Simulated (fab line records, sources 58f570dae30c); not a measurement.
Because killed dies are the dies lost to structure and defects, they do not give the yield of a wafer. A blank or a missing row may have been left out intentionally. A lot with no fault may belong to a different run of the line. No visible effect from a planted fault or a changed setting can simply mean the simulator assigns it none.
The tool behind it: which one? || flow berkeleyCmos170 || 42 wafers from 14 lots sampled at 4 of the route's 331 steps

## WHAT THE GAUGES SHOWED, per wafer
UCB170_NSD_TW_MEAS_10. Usual: NSD_TW gives 4141 (standard deviation 28).
{"lot": "L162", "measured": "day 8 03:43", "on": "filmMetro-01", "NSD_TW": "4156 4165 4168", "flag": ""}
{"lot": "L163", "measured": "day 8 04:06", "on": "filmMetro-03", "NSD_TW": "4088 4100 4094", "flag": ""}
{"lot": "L165", "measured": "day 8 10:01", "on": "filmMetro-02", "NSD_TW": "4158 4144 4165", "flag": ""}
{"lot": "L167", "measured": "day 9 05:17", "on": "filmMetro-01", "NSD_TW": "4170 4138 4147", "flag": ""}
{"lot": "L169", "measured": "day 9 05:50", "on": "filmMetro-02", "NSD_TW": "4165 4163 4179", "flag": ""}
{"lot": "L168", "measured": "day 9 06:17", "on": "filmMetro-02", "NSD_TW": "4175 4186 4167", "flag": ""}
{"lot": "L170", "measured": "day 10 03:15", "on": "filmMetro-02", "NSD_TW": "4147 4163 4137", "flag": ""}
{"lot": "L171", "measured": "day 10 03:14", "on": "filmMetro-01", "NSD_TW": "4171 4146 4139", "flag": ""}
{"lot": "L173", "measured": "day 10 21:24", "on": "filmMetro-03", "NSD_TW": "3109 3120 3118", "flag": "OFF"}
{"lot": "L174", "measured": "day 10 21:41", "on": "filmMetro-02", "NSD_TW": "3109 3131 3117", "flag": "OFF"}
{"lot": "L181", "measured": "day 12 09:01", "on": "filmMetro-03", "NSD_TW": "4097 4105 4112", "flag": ""}
{"lot": "L182", "measured": "day 12 10:18", "on": "filmMetro-03", "NSD_TW": "4103 4106 4102", "flag": ""}
{"lot": "L183", "measured": "day 12 10:43", "on": "filmMetro-01", "NSD_TW": "4141 4165 4173", "flag": ""}
{"lot": "L185", "measured": "day 12 21:22", "on": "filmMetro-02", "NSD_TW": "4135 4142 4158", "flag": ""}

UCB170_SDANNEAL_RS_MEAS_03: measurement is done with a four-point probe. Usual: NSD_RS gives 37.22 ohm/sq (standard deviation 0.099).
{"lot": "L162", "measured": "day 8 04:58", "on": "filmMetro-02", "NSD_RS (ohm/sq)": "37.46 37.39 37.39", "flag": ""}
{"lot": "L163", "measured": "day 8 05:25", "on": "filmMetro-01", "NSD_RS (ohm/sq)": "37.08 37.17 37.13", "flag": ""}
{"lot": "L165", "measured": "day 8 11:21", "on": "filmMetro-01", "NSD_RS (ohm/sq)": "37.22 37.27 37.24", "flag": ""}
{"lot": "L167", "measured": "day 9 07:25", "on": "filmMetro-01", "NSD_RS (ohm/sq)": "37.22 37.28 37.17", "flag": ""}
{"lot": "L169", "measured": "day 9 07:59", "on": "filmMetro-03", "NSD_RS (ohm/sq)": "37.31 37.28 37.35", "flag": ""}
{"lot": "L168", "measured": "day 9 08:35", "on": "filmMetro-03", "NSD_RS (ohm/sq)": "37.19 37.13 37.16", "flag": ""}
{"lot": "L170", "measured": "day 10 04:35", "on": "filmMetro-03", "NSD_RS (ohm/sq)": "37.17 37.20 37.17", "flag": ""}
{"lot": "L171", "measured": "day 10 04:38", "on": "filmMetro-02", "NSD_RS (ohm/sq)": "37.29 37.21 37.20", "flag": ""}
{"lot": "L173", "measured": "day 10 22:40", "on": "filmMetro-03", "NSD_RS (ohm/sq)": "117.26 116.63 116.60", "flag": "OFF"}
{"lot": "L174", "measured": "day 10 23:11", "on": "filmMetro-01", "NSD_RS (ohm/sq)": "118.82 119.04 118.76", "flag": "OFF"}
{"lot": "L181", "measured": "day 12 10:44", "on": "filmMetro-03", "NSD_RS (ohm/sq)": "37.25 37.31 37.24", "flag": ""}
{"lot": "L182", "measured": "day 12 11:49", "on": "filmMetro-01", "NSD_RS (ohm/sq)": "37.17 37.24 37.21", "flag": ""}
{"lot": "L183", "measured": "day 12 12:30", "on": "filmMetro-01", "NSD_RS (ohm/sq)": "37.03 37.17 37.20", "flag": ""}
{"lot": "L185", "measured": "day 12 22:35", "on": "filmMetro-01", "NSD_RS (ohm/sq)": "37.21 37.12 37.04", "flag": ""}

## WHAT TOOL EACH LOT RAN ON (gives the tool, then ch and the chambers of the sampled wafers, and finally the start)
{"lot": "L162", "UCB170_NSD_IMPLANT_08": "implanter-02 ch 0, day 8 03:28", "UCB170_NSD_STRIP_09": "plasmaAsher-03 ch 0,1, day 8 03:37"}
{"lot": "L163", "UCB170_NSD_IMPLANT_08": "implanter-04 ch 0, day 8 03:51", "UCB170_NSD_STRIP_09": "plasmaAsher-02 ch 0,1, day 8 04:00"}
{"lot": "L165", "UCB170_NSD_IMPLANT_08": "implanter-04 ch 0, day 8 09:46", "UCB170_NSD_STRIP_09": "plasmaAsher-03 ch 0,1, day 8 09:55"}
{"lot": "L167", "UCB170_NSD_IMPLANT_08": "implanter-02 ch 0, day 9 05:02", "UCB170_NSD_STRIP_09": "plasmaAsher-03 ch 0,1, day 9 05:11"}
{"lot": "L169", "UCB170_NSD_IMPLANT_08": "implanter-04 ch 0, day 9 05:35", "UCB170_NSD_STRIP_09": "plasmaAsher-01 ch 0,1, day 9 05:44"}
{"lot": "L168", "UCB170_NSD_IMPLANT_08": "implanter-02 ch 0, day 9 06:05", "UCB170_NSD_STRIP_09": "plasmaAsher-03 ch 0,1, day 9 06:11"}
{"lot": "L170", "UCB170_NSD_IMPLANT_08": "implanter-02 ch 0, day 10 03:00", "UCB170_NSD_STRIP_09": "plasmaAsher-03 ch 0,1, day 10 03:09"}
{"lot": "L171", "UCB170_NSD_IMPLANT_08": "implanter-04 ch 0, day 10 03:01", "UCB170_NSD_STRIP_09": "plasmaAsher-02 ch 0,1, day 10 03:09"}
{"lot": "L173", "UCB170_NSD_IMPLANT_08": "implanter-04 ch 0, day 10 21:11", "UCB170_NSD_STRIP_09": "plasmaAsher-03 ch 0,1, day 10 21:19"}
{"lot": "L174", "UCB170_NSD_IMPLANT_08": "implanter-04 ch 0, day 10 21:28", "UCB170_NSD_STRIP_09": "plasmaAsher-03 ch 0,1, day 10 21:35"}
{"lot": "L181", "UCB170_NSD_IMPLANT_08": "implanter-03 ch 0, day 12 08:46", "UCB170_NSD_STRIP_09": "plasmaAsher-03 ch 0,1, day 12 08:55"}
{"lot": "L182", "UCB170_NSD_IMPLANT_08": "implanter-03 ch 0, day 12 10:03", "UCB170_NSD_STRIP_09": "plasmaAsher-02 ch 0,1, day 12 10:12"}
{"lot": "L183", "UCB170_NSD_IMPLANT_08": "implanter-02 ch 0, day 12 10:28", "UCB170_NSD_STRIP_09": "plasmaAsher-02 ch 0,1, day 12 10:37"}
{"lot": "L185", "UCB170_NSD_IMPLANT_08": "implanter-02 ch 0, day 12 21:07", "UCB170_NSD_STRIP_09": "plasmaAsher-03 ch 0,1, day 12 21:16"}
- UCB170_NSD_IMPLANT_08
- UCB170_NSD_STRIP_09: strips in O2.

## WHAT THE TOOLS THEMSELVES READ (means of the sampled wafers that have a number; where no wafer has one, the mark that the record gives instead)
UCB170_NSD_IMPLANT_08. Usual: beamOnS 9.98 s, standard deviation 0.2; doseIonsCm2 3e+15, standard deviation 3.3e+12; endStationPressureTorr 1.25e-05 Torr, standard deviation 6.7e-07; faradayCurrentUA 9275, standard deviation 180.
{"lot": "L162", "tool": "implanter-02", "beamOnS (s)": 10.00, "doseIonsCm2": 3e+15, "endStationPressureTorr (Torr)": 1.24e-05, "faradayCurrentUA": 9225, "flag": ""}
{"lot": "L163", "tool": "implanter-04", "beamOnS (s)": 10.09, "doseIonsCm2": 3e+15, "endStationPressureTorr (Torr)": 1.27e-05, "faradayCurrentUA": 9176, "flag": ""}
{"lot": "L165", "tool": "implanter-04", "beamOnS (s)": 9.83, "doseIonsCm2": 3e+15, "endStationPressureTorr (Torr)": 1.22e-05, "faradayCurrentUA": 9400, "flag": ""}
{"lot": "L167", "tool": "implanter-02", "beamOnS (s)": 10.06, "doseIonsCm2": 3e+15, "endStationPressureTorr (Torr)": 1.26e-05, "faradayCurrentUA": 9220, "flag": ""}
{"lot": "L169", "tool": "implanter-04", "beamOnS (s)": 10.04, "doseIonsCm2": 3e+15, "endStationPressureTorr (Torr)": 1.24e-05, "faradayCurrentUA": 9205, "flag": ""}
{"lot": "L168", "tool": "implanter-02", "beamOnS (s)": 9.99, "doseIonsCm2": 3e+15, "endStationPressureTorr (Torr)": 1.30e-05, "faradayCurrentUA": 9285, "flag": ""}
{"lot": "L170", "tool": "implanter-02", "beamOnS (s)": 10.15, "doseIonsCm2": 3e+15, "endStationPressureTorr (Torr)": 1.29e-05, "faradayCurrentUA": 9118, "flag": ""}
{"lot": "L171", "tool": "implanter-04", "beamOnS (s)": 9.96, "doseIonsCm2": 3e+15, "endStationPressureTorr (Torr)": 1.31e-05, "faradayCurrentUA": 9296, "flag": ""}
{"lot": "L173", "tool": "implanter-04", "beamOnS (s)": 9.87, "doseIonsCm2": 6e+14, "endStationPressureTorr (Torr)": 6.83e-06, "faradayCurrentUA": 1907, "flag": "OFF"}
{"lot": "L174", "tool": "implanter-04", "beamOnS (s)": 9.88, "doseIonsCm2": 6e+14, "endStationPressureTorr (Torr)": 6.03e-06, "faradayCurrentUA": 1906, "flag": "OFF"}
{"lot": "L181", "tool": "implanter-03", "beamOnS (s)": 9.87, "doseIonsCm2": 3e+15, "endStationPressureTorr (Torr)": 1.28e-05, "faradayCurrentUA": 9355, "flag": ""}
{"lot": "L182", "tool": "implanter-03", "beamOnS (s)": 10.10, "doseIonsCm2": 3e+15, "endStationPressureTorr (Torr)": 1.28e-05, "faradayCurrentUA": 9193, "flag": ""}
{"lot": "L183", "tool": "implanter-02", "beamOnS (s)": 9.89, "doseIonsCm2": 3e+15, "endStationPressureTorr (Torr)": 1.25e-05, "faradayCurrentUA": 9355, "flag": ""}
{"lot": "L185", "tool": "implanter-02", "beamOnS (s)": 9.98, "doseIonsCm2": 3e+15, "endStationPressureTorr (Torr)": 1.28e-05, "faradayCurrentUA": 9296, "flag": ""}

UCB170_NSD_STRIP_09. Usual: drypumpMotorCurrentA 6.0 A, standard deviation 0.55; oesProductAu 0.534 a.u., standard deviation 0.0044; stripTimeToEndpointS 35.81 s, standard deviation 0.085.
{"lot": "L162", "tool": "plasmaAsher-03", "drypumpMotorCurrentA (A)": 6.0, "oesProductAu (a.u.)": 0.536, "stripTimeToEndpointS (s)": 35.65, "flag": ""}
{"lot": "L163", "tool": "plasmaAsher-02", "drypumpMotorCurrentA (A)": 6.0, "oesProductAu (a.u.)": 0.535, "stripTimeToEndpointS (s)": 35.82, "flag": ""}
{"lot": "L165", "tool": "plasmaAsher-03", "drypumpMotorCurrentA (A)": 6.0, "oesProductAu (a.u.)": 0.537, "stripTimeToEndpointS (s)": 35.90, "flag": ""}
{"lot": "L167", "tool": "plasmaAsher-03", "drypumpMotorCurrentA (A)": 6.0, "oesProductAu (a.u.)": 0.539, "stripTimeToEndpointS (s)": 35.78, "flag": ""}
{"lot": "L169", "tool": "plasmaAsher-01", "drypumpMotorCurrentA (A)": 5.9, "oesProductAu (a.u.)": 0.534, "stripTimeToEndpointS (s)": 35.80, "flag": ""}
{"lot": "L168", "tool": "plasmaAsher-03", "drypumpMotorCurrentA (A)": 6.3, "oesProductAu (a.u.)": 0.531, "stripTimeToEndpointS (s)": 35.82, "flag": ""}
{"lot": "L170", "tool": "plasmaAsher-03", "drypumpMotorCurrentA (A)": 6.0, "oesProductAu (a.u.)": 0.533, "stripTimeToEndpointS (s)": 35.78, "flag": ""}
{"lot": "L171", "tool": "plasmaAsher-02", "drypumpMotorCurrentA (A)": 6.0, "oesProductAu (a.u.)": 0.536, "stripTimeToEndpointS (s)": 35.79, "flag": ""}
{"lot": "L173", "tool": "plasmaAsher-03", "drypumpMotorCurrentA (A)": 6.0, "oesProductAu (a.u.)": 0.695, "stripTimeToEndpointS (s)": 23.29, "flag": "OFF"}
{"lot": "L174", "tool": "plasmaAsher-03", "drypumpMotorCurrentA (A)": 6.3, "oesProductAu (a.u.)": 0.700, "stripTimeToEndpointS (s)": 23.12, "flag": "OFF"}
{"lot": "L181", "tool": "plasmaAsher-03", "drypumpMotorCurrentA (A)": 6.3, "oesProductAu (a.u.)": 0.533, "stripTimeToEndpointS (s)": 35.80, "flag": ""}
{"lot": "L182", "tool": "plasmaAsher-02", "drypumpMotorCurrentA (A)": 6.0, "oesProductAu (a.u.)": 0.533, "stripTimeToEndpointS (s)": 35.78, "flag": ""}
{"lot": "L183", "tool": "plasmaAsher-02", "drypumpMotorCurrentA (A)": 6.0, "oesProductAu (a.u.)": 0.535, "stripTimeToEndpointS (s)": 35.75, "flag": ""}
{"lot": "L185", "tool": "plasmaAsher-03", "drypumpMotorCurrentA (A)": 6.3, "oesProductAu (a.u.)": 0.532, "stripTimeToEndpointS (s)": 35.74, "flag": ""}

## THE ANSWER, worked out from the rows above alone
Rule: a lot is off if the mean of its wafers that have a number lies more than 3 standard deviations from the usual mean. A lot without any number at a reading at which 4 lots or more have one is off too. All remaining lots with rows at the step are treated as sound. The gauges are gone through in route order, then the tools' own readings, and for those a lot's mean is taken as printed above. The first step at which some lot is off is used, and at that step the reading that is off furthest; a lot without a number counts as furthest.
Off: L173, L174, seen at UCB170_NSD_TW_MEAS_10 (NSD_TW).
A tool fits if, at a process step before that reading, it ran every lot that is off, and no sound lot after the first of them. Not tried: the gauges at UCB170_NSD_TW_MEAS_10; whatever is off there is also off at UCB170_NSD_IMPLANT_08, on other tools, and gauge error can't account for it. One fits: UCB170_NSD_IMPLANT_08 on implanter-04. A fault onset in the window from L171 (day 10 03:01, its last sound lot) to L173 (day 10 21:11, its first lot off) fits.
The tool's own readings at UCB170_NSD_IMPLANT_08 bear it out: on the lots that are off they differ by more than 5 times the standard deviation of the sound lots' means. doseIonsCm2 reads 6e+14 there against 3e+15 on the sound lots; endStationPressureTorr reads 6.43e-06 Torr there against 1.27e-05 Torr on the sound lots; faradayCurrentUA reads 1906 there against 9260 on the sound lots.

## WHAT HAD BEEN PUT IN BY THE SIMULATOR
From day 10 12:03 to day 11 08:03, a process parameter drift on implanter-04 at UCB170_NSD_IMPLANT_08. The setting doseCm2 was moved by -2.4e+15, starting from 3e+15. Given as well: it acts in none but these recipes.
Lots struck among those shown: L173, L174. Same finding as the rule above.
